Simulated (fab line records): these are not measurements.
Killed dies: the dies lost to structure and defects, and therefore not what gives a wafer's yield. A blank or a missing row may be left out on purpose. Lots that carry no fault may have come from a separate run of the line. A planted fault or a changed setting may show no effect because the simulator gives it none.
A struck lot beside a sound one :: flow rit cmos :: 15 steps out of a route of 202
Sound: the wafers L464.3, L464.4, L464.5. Struck: wafer L476.4 (left out: L476.3, L476.5 of the same lot, which were not struck); the cause appears at the end.
Per side, at each step with rows, come the tool, then ch with its chambers, and then its first start. Under that, the readings that differ: sound wafers :: struck wafers :: difference of the means :: sigmas: that difference in standard deviations of wafers without a fault.
alike: same words and numbers on both sides, and readings whose means sit less than 2 such deviations apart. not compared: any withheld reading, any reading some wafer has no value for, any bound like >300 that may hide the same value, and any number with overlapping values for which the record gives no deviation.
A row with sigmas, a row that says differs or no value, or rows on one side alone: a step with any of these is where the two part. Non-overlapping numbers with no deviation appear without sigmas and do not part them. A reading that every wafer of one side lacks parts them only if that side has two wafers or more.

first, 1 step without rows for these wafers: RIT_PSD_IMPLANT_08.
RIT_PSD_STRIP_09: strips in O2, time 180 s.
  sound on plasma asher-01 ch 0,1, day 3 10:38; struck on plasma asher-01 ch 1, day 5 23:23
  alike: drypump motor current A
  not compared: rf hours counter h
RIT_PSD_TW_MEAS_10:
  sound: film metro-04 at day 3 10:47; struck: film metro-04 at day 5 23:31
reading: PSD_TW
sound: 3469 3475 3500
struck: 3423
difference: -58
sigmas: -2
then, 3 steps without rows for these wafers: RIT_SDANNEAL_CLEAN_00 (cleans in SC1, time 600 s); RIT_SDANNEAL_CLEAN_01 (cleans in dHF, time 31.35 s); RIT_SDANNEAL_CLEAN_02 (cleans in SC2, time 600 s).
RIT_SDANNEAL_RTA_03: time 5 s.
  sound on rtp anneal-01 ch 0, day 3 11:14; struck on rtp anneal-01 ch 0, day 5 23:56
  alike: wafer_temp_C_max
RIT_SDANNEAL_RS_MEAS_04: a four-point-probe measurement.
  sound: film metro-01 at day 3 11:19; struck: film metro-04 at day 6 00:01
  alike: PSD_RS
RIT_SDANNEAL_RS_MEAS_05: a four-point-probe measurement.
  sound: film metro-01 at day 3 11:26; struck: film metro-04 at day 6 00:08
  alike: NSD_RS
RIT_SDANNEAL_RS_MEAS_06: a four-point-probe measurement.
  sound: film metro-01 at day 3 11:34; struck: film metro-04 at day 6 00:16
  alike: PLDD_RS
RIT_SDANNEAL_RS_MEAS_07: a four-point-probe measurement.
  sound: film metro-01 at day 3 11:41; struck: film metro-04 at day 6 00:23
  alike: NLDD_RS
then, 1 step without rows for these wafers: RIT_SILICIDE_WET_ETCH_00 (etches SiO2 in BOE, target depth 14 nm, time 15 s).
RIT_SILICIDE_SPUTTER_01: material Ti, target thk 30 nm, time 240 s.
  sound: pvd sputter-01 at day 3 11:46; struck: pvd sputter-02 at day 6 00:28
reading: cathode dc power W (W)
sound: 349.99 350.10 350.01
struck: 339.75
difference: -10.28
sigmas: -99 or more

reading: model.Ti_of_SILICIDE_SPUTTER_01.thk nm (nm)
sound: 29.9 29.63 30.33
struck: 29.4
difference: -0.6
sigmas: 
  alike: substrate temp c, throttle valve pct
RIT_SILICIDE_RS_MEAS_02: a four-point-probe measurement.
  sound: film metro-03 at day 3 11:58; struck: film metro-03 at day 6 00:40
  alike: SILICIDE_TI_RS
RIT_M1_PROBE_99:
  sound: prober-02 at day 3 18:44; struck: prober-02 at day 6 08:49
reading: model.etest.npoly line.rs ohm sq
sound: 16.98 17.09 16.8
struck: 17.29
difference: +0.33
sigmas: 

reading: model.etest.ppoly line.rs ohm sq
sound: 16.45 16.61 16.3
struck: 16.78
difference: +0.33
sigmas: 

reading: model.etest.ppoly sal.rs ohm sq
sound: 4.373 4.418 4.305
struck: 4.433
difference: +0.068
sigmas: 

reading: model.etest.nplus sal.line ohm um
sound: 1.25 1.257 1.254
struck: 1.249
difference: -0.005
sigmas: 
  alike: killed at contacts, killed at front end, killed dies, killed open, killed short
  not compared: model.etest.npoly sal.rs ohm sq, model.etest.pplus sal.rs ohm sq, model.etest.nplus sal.rs ohm sq, model.etest.pplus sal.line ohm um

== WHERE THEY PART ==
At RIT_PSD_TW_MEAS_10 first; at RIT_SILICIDE_SPUTTER_01 last (within this record only). Later steps at which nothing parts them and some readings are alike: RIT_SILICIDE_RS_MEAS_02, RIT_M1_PROBE_99.

WHY: whatever the simulator had introduced
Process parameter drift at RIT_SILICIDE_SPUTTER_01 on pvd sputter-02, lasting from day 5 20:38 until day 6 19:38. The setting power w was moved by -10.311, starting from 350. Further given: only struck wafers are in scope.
